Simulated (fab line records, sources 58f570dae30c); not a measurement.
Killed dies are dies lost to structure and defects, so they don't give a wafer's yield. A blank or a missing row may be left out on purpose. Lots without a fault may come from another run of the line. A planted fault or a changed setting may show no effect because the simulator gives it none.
Which tool did it? | flow berkeley_cmos170 | 14 lots, 42 wafers sampled, at 4 steps of a route of 331

WHAT THE GAUGES READ, wafer by wafer
UCB170_NSD_OVL_MEAS_07.
lot  | measured     | on         | NSD_OVL (nm)
L938 | day 7 15:54  | overlay-01 | 5 -4 7
L937 | day 7 16:16  | overlay-01 | 2 -1 5
L941 | day 7 23:43  | overlay-02 | -1 4 5
L939 | day 8 00:07  | overlay-02 | 1 3 2
L944 | day 9 00:30  | overlay-01 | 1 7 8
L943 | day 9 01:04  | overlay-02 | -8 -5 3
L945 | day 9 09:47  | overlay-01 | -6 -4 -11
L946 | day 9 10:03  | overlay-02 | 3 -5 -7
L948 | day 10 09:32 | overlay-02 | 8 4 8
L950 | day 10 16:56 | overlay-02 | 3 9 0
L949 | day 10 17:41 | overlay-02 | -4 0 0
L958 | day 11 22:47 | overlay-01 | 12 15 13
L960 | day 12 12:33 | overlay-01 | 6 9 -1
L959 | day 13 04:50 | overlay-01 | 2 6 5

UCB170_NSD_TW_MEAS_10.
lot  | measured     | on            | NSD_TW
L938 | day 7 16:16  | film_metro-02 | 4240 4239 4230
L937 | day 7 16:36  | film_metro-02 | 4243 4233 4215
L941 | day 7 23:59  | film_metro-01 | 4102 4119 4126
L939 | day 8 00:23  | film_metro-02 | 4205 4206 4217
L944 | day 9 00:48  | film_metro-03 | 4157 4152 4166
L943 | day 9 01:20  | film_metro-01 | 4112 4110 4103
L945 | day 9 10:04  | film_metro-02 | 4213 4213 4224
L946 | day 9 10:20  | film_metro-01 | 4148 4144 4128
L948 | day 10 09:50 | film_metro-02 | 4207 4216 4225
L950 | day 10 17:14 | film_metro-01 | 4140 4137 4140
L949 | day 10 17:59 | film_metro-03 | 4132 4134 4123
L958 | day 11 23:05 | film_metro-03 | 4140 4164 4171
L960 | day 12 12:50 | film_metro-02 | 4200 4201 4185
L959 | day 13 05:08 | film_metro-02 | 4221 4195 4178

UCB170_CONTACT_THK_MEAS_02.
lot  | measured     | on            | CONTACT_PSG_THK (nm)
L938 | day 7 21:27  | film_metro-04 | 700 704 695
L937 | day 7 21:28  | film_metro-02 | 700 698 695
L941 | day 8 04:14  | film_metro-02 | 708 707 707
L939 | day 8 06:01  | film_metro-01 | 703 702 707
L944 | day 9 07:37  | film_metro-01 | 1406 1412 1415
L943 | day 9 05:49  | film_metro-02 | 701 702 702
L945 | day 9 16:23  | film_metro-01 | 1390 1394 1406
L946 | day 9 14:36  | film_metro-02 | 715 710 714
L948 | day 10 16:19 | film_metro-04 | 708 706 708
L950 | day 10 21:39 | film_metro-04 | 700 699 700
L949 | day 10 23:30 | film_metro-01 | 695 694 691
L958 | day 12 06:09 | film_metro-04 | 699 695 699
L960 | day 12 19:15 | film_metro-01 | 697 705 697
L959 | day 13 09:26 | film_metro-02 | 707 706 699

WHICH TOOL RAN EACH LOT (tool, then ch and the chambers of the sampled wafers, then the start)
lot  | UCB170_CONTACT_CVD_01
L938 | lpcvd-02 ch 1, day 7 19:40
L937 | lpcvd-02 ch 1, day 7 19:40
L941 | lpcvd-02 ch 1, day 8 02:28
L939 | lpcvd-02 ch 1, day 8 04:14
L944 | lpcvd-01 ch 0, day 9 02:54 and lpcvd-02 ch 0, day 9 05:49
L943 | lpcvd-02 ch 1, day 9 04:02
L945 | lpcvd-02 ch 1, day 9 12:10 and lpcvd-01 ch 1, day 9 14:35
L946 | lpcvd-01 ch 0, day 9 12:48
L948 | lpcvd-01 ch 1, day 10 14:32
L950 | lpcvd-01 ch 1, day 10 19:52
L949 | lpcvd-01 ch 1, day 10 21:39
L958 | lpcvd-01 ch 0, day 12 03:28
L960 | lpcvd-02 ch 1, day 12 17:28
L959 | lpcvd-02 ch 1, day 13 07:39
- UCB170_CONTACT_CVD_01: deposits PSG from SiH4/O2/PH3, target thk 700 nm, time 2820 s.

WHAT THE TOOLS THEMSELVES READ (means of the sampled wafers that have a number; where no wafer has one, the mark that the record gives instead)
UCB170_CONTACT_CVD_01.
lot  | tool              | sih4_flow_sccm (sccm) | spike_tc_centre_C (C)
L938 | lpcvd-02          | 59.91                 | 454.2
L937 | lpcvd-02          | 59.99                 | 455.0
L941 | lpcvd-02          | 60.10                 | 454.1
L939 | lpcvd-02          | 59.87                 | 453.8
L944 | lpcvd-01/lpcvd-02 | 59.91                 | 451.0
L943 | lpcvd-02          | 60.04                 | 453.4
L945 | lpcvd-02/lpcvd-01 | 60.06                 | 454.3
L946 | lpcvd-01          | 60.08                 | 452.2
L948 | lpcvd-01          | 59.90                 | 452.8
L950 | lpcvd-01          | 59.73                 | 453.5
L949 | lpcvd-01          | 59.72                 | 453.4
L958 | lpcvd-01          | 60.08                 | 451.0
L960 | lpcvd-02          | 59.97                 | 455.4
L959 | lpcvd-02          | 59.92                 | 455.4

THE ANSWER, worked out from the rows above alone
Rule: what is usual is taken from the lots themselves. Put in order of their means at a reading, lots are off if they are a third of the lots or fewer, leave a main group of 4 or more, and stand apart from it by a gap of 3 or more times the standard deviation of the main group's means; of several such gaps the widest counts. A main group whose means are all the same, to the digits that the tables above print for the reading, isn't used. A lot without any number at a reading at which 4 lots or more have one is off too. The other lots that the step has rows for count as sound. The gauges are gone through in route order, then the tools' own readings, and for those a lot's mean is taken as printed above. The first step at which some lot is off is used, and at that step the reading that is off furthest; a lot without a number counts as furthest.
Off: L944, L945, at UCB170_CONTACT_THK_MEAS_02 (CONTACT_PSG_THK). The main group: mean 702 nm, standard deviation 5.1.
A tool fits if, at a process step before that reading, it ran every lot that is off, and no sound lot after the first of them. The gauges at UCB170_CONTACT_THK_MEAS_02 are tried like those tools. None of those tried fits.

WHAT THE SIMULATOR HAD PUT IN
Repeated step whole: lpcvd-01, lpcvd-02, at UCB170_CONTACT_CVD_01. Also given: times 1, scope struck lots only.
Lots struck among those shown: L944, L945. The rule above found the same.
